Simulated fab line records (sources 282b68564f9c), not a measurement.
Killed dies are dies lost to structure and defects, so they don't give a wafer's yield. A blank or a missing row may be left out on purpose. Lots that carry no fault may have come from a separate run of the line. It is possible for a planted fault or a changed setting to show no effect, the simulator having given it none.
Split-lot experiment || flow rit cmos || route with 202 steps; 5 lots, 23 wafers read

== ABOUT THE SPLIT ==
At RIT_M1_SPUTTER_00 (material Al, target thk 400 nm, time 500 s), the setting time s was moved away from the recipe's 500 s on 10 of the 23 wafers read, by -5.0% to +9.7%. For the rest of the wafers, this setting stayed at what the recipe calls for.

== BETWEEN THE SPLIT AND THE READING: the file shows 1 step in between ==
- RIT_M1_RS_MEAS_01: measures by four-point-probe

== THE READING ==
M1_AL_THK, in nm, at RIT_M1_THK_MEAS_02 (measures by xrf). A value of 399 nm with a standard deviation of 5.3 nm is what fault-free wafers of this fab line usually give.

{"wafer": "L074.1", "tool, chamber at the split": "pvd sputter-03, -", "time s as run, s": 500, "against the recipe": "recipe", "M1_AL_THK, nm": 396, "against lot-mates on the recipe": "-"}
{"wafer": "L074.2", "tool, chamber at the split": "pvd sputter-03, -", "time s as run, s": 529.5, "against the recipe": "+5.9%", "M1_AL_THK, nm": 423, "against lot-mates on the recipe": "+29"}
{"wafer": "L074.3", "tool, chamber at the split": "pvd sputter-03, -", "time s as run, s": 500, "against the recipe": "recipe", "M1_AL_THK, nm": 390, "against lot-mates on the recipe": "-"}
{"wafer": "L074.4", "tool, chamber at the split": "pvd sputter-03, -", "time s as run, s": 529.5, "against the recipe": "+5.9%", "M1_AL_THK, nm": 422, "against lot-mates on the recipe": "+28"}
{"wafer": "L074.6", "tool, chamber at the split": "pvd sputter-03, -", "time s as run, s": 500, "against the recipe": "recipe", "M1_AL_THK, nm": 395, "against lot-mates on the recipe": "-"}
{"wafer": "L077.1", "tool, chamber at the split": "pvd sputter-03, -", "time s as run, s": 532.6, "against the recipe": "+6.5%", "M1_AL_THK, nm": 424, "against lot-mates on the recipe": "+20"}
{"wafer": "L077.2", "tool, chamber at the split": "pvd sputter-03, -", "time s as run, s": 532.6, "against the recipe": "+6.5%", "M1_AL_THK, nm": 429, "against lot-mates on the recipe": "+25"}
{"wafer": "L077.3", "tool, chamber at the split": "pvd sputter-03, -", "time s as run, s": 532.6, "against the recipe": "+6.5%", "M1_AL_THK, nm": 421, "against lot-mates on the recipe": "+17"}
{"wafer": "L077.4", "tool, chamber at the split": "pvd sputter-03, -", "time s as run, s": 500, "against the recipe": "recipe", "M1_AL_THK, nm": 402, "against lot-mates on the recipe": "-"}
{"wafer": "L077.6", "tool, chamber at the split": "pvd sputter-03, -", "time s as run, s": 500, "against the recipe": "recipe", "M1_AL_THK, nm": 406, "against lot-mates on the recipe": "-"}
{"wafer": "L078.1", "tool, chamber at the split": "pvd sputter-03, -", "time s as run, s": 500, "against the recipe": "recipe", "M1_AL_THK, nm": 388, "against lot-mates on the recipe": "-"}
{"wafer": "L078.2", "tool, chamber at the split": "pvd sputter-03, -", "time s as run, s": 548.6, "against the recipe": "+9.7%", "M1_AL_THK, nm": 427, "against lot-mates on the recipe": "+37"}
{"wafer": "L078.3", "tool, chamber at the split": "pvd sputter-03, -", "time s as run, s": 548.6, "against the recipe": "+9.7%", "M1_AL_THK, nm": 437, "against lot-mates on the recipe": "+47"}
{"wafer": "L078.4", "tool, chamber at the split": "pvd sputter-03, -", "time s as run, s": 500, "against the recipe": "recipe", "M1_AL_THK, nm": 392, "against lot-mates on the recipe": "-"}
{"wafer": "L078.5", "tool, chamber at the split": "pvd sputter-03, -", "time s as run, s": 548.6, "against the recipe": "+9.7%", "M1_AL_THK, nm": 429, "against lot-mates on the recipe": "+39"}
{"wafer": "L079.2", "tool, chamber at the split": "pvd sputter-02, -", "time s as run, s": 500, "against the recipe": "recipe", "M1_AL_THK, nm": 398, "against lot-mates on the recipe": "-"}
{"wafer": "L079.5", "tool, chamber at the split": "pvd sputter-02, -", "time s as run, s": 500, "against the recipe": "recipe", "M1_AL_THK, nm": 402, "against lot-mates on the recipe": "-"}
{"wafer": "L079.6", "tool, chamber at the split": "pvd sputter-02, -", "time s as run, s": 500, "against the recipe": "recipe", "M1_AL_THK, nm": 399, "against lot-mates on the recipe": "-"}
{"wafer": "L081.1", "tool, chamber at the split": "pvd sputter-02, -", "time s as run, s": 474.9, "against the recipe": "-5.0%", "M1_AL_THK, nm": 375, "against lot-mates on the recipe": -22}
{"wafer": "L081.2", "tool, chamber at the split": "pvd sputter-02, -", "time s as run, s": 500, "against the recipe": "recipe", "M1_AL_THK, nm": 393, "against lot-mates on the recipe": "-"}
{"wafer": "L081.3", "tool, chamber at the split": "pvd sputter-02, -", "time s as run, s": 500, "against the recipe": "recipe", "M1_AL_THK, nm": 399, "against lot-mates on the recipe": "-"}
{"wafer": "L081.4", "tool, chamber at the split": "pvd sputter-02, -", "time s as run, s": 500, "against the recipe": "recipe", "M1_AL_THK, nm": 399, "against lot-mates on the recipe": "-"}
{"wafer": "L081.5", "tool, chamber at the split": "pvd sputter-02, -", "time s as run, s": 474.9, "against the recipe": "-5.0%", "M1_AL_THK, nm": 374, "against lot-mates on the recipe": -23}

FIT RESULTS
A straight line over all 23 wafers: M1_AL_THK changes by +3.91 nm for each +1% of time s; r = +0.96; the points scatter about the line by 4.9 nm.
The same after taking each lot's own level away (the mean of its wafers on the recipe; 23 wafers): +4.12 nm for each +1%; r = +0.98; scatter 3.9 nm.
Per that fit: largest time s move, reading shift of 40 nm.
Across the lots, their own levels run from 390.0 to 404.0 nm, a range of 2.6 times the standard deviation given above.
So the lot-to-lot level changes the slope little: the two slopes agree.
Check: for one of the wafers moved furthest among these (+9.7%), held out of the fit, the line's prediction against its lot-mates is +40.2 nm. It came out at +37 nm against them.

== THE WHOLE CHAIN: every reading that the file lists as answering this split, in the file's order ==
{"step": "RIT_M1_SPUTTER_00", "what it does": "material Al, target thk 400 nm, time 500 s", "reading": "Al_of_M1_SPUTTER_00.thk nm (the simulator's own value, which no gauge read)", "change (the file's fit)": "+4.14 nm for each +1% of the setting", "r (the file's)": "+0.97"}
{"step": "RIT_M1_RS_MEAS_01", "what it does": "measures by four-point-probe", "reading": "M1_AL_RS", "change (the file's fit)": "-0.000735 for each +1% of the setting", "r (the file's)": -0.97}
{"step": "RIT_M1_THK_MEAS_02", "what it does": "measures by xrf", "reading": "M1_AL_THK", "change (the file's fit)": "+4.17 for each +1% of the setting", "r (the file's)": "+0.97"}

== FILE'S OWN FIT ==
M1_AL_THK changes by +4.17 nm for each +1% of time s, r = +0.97.
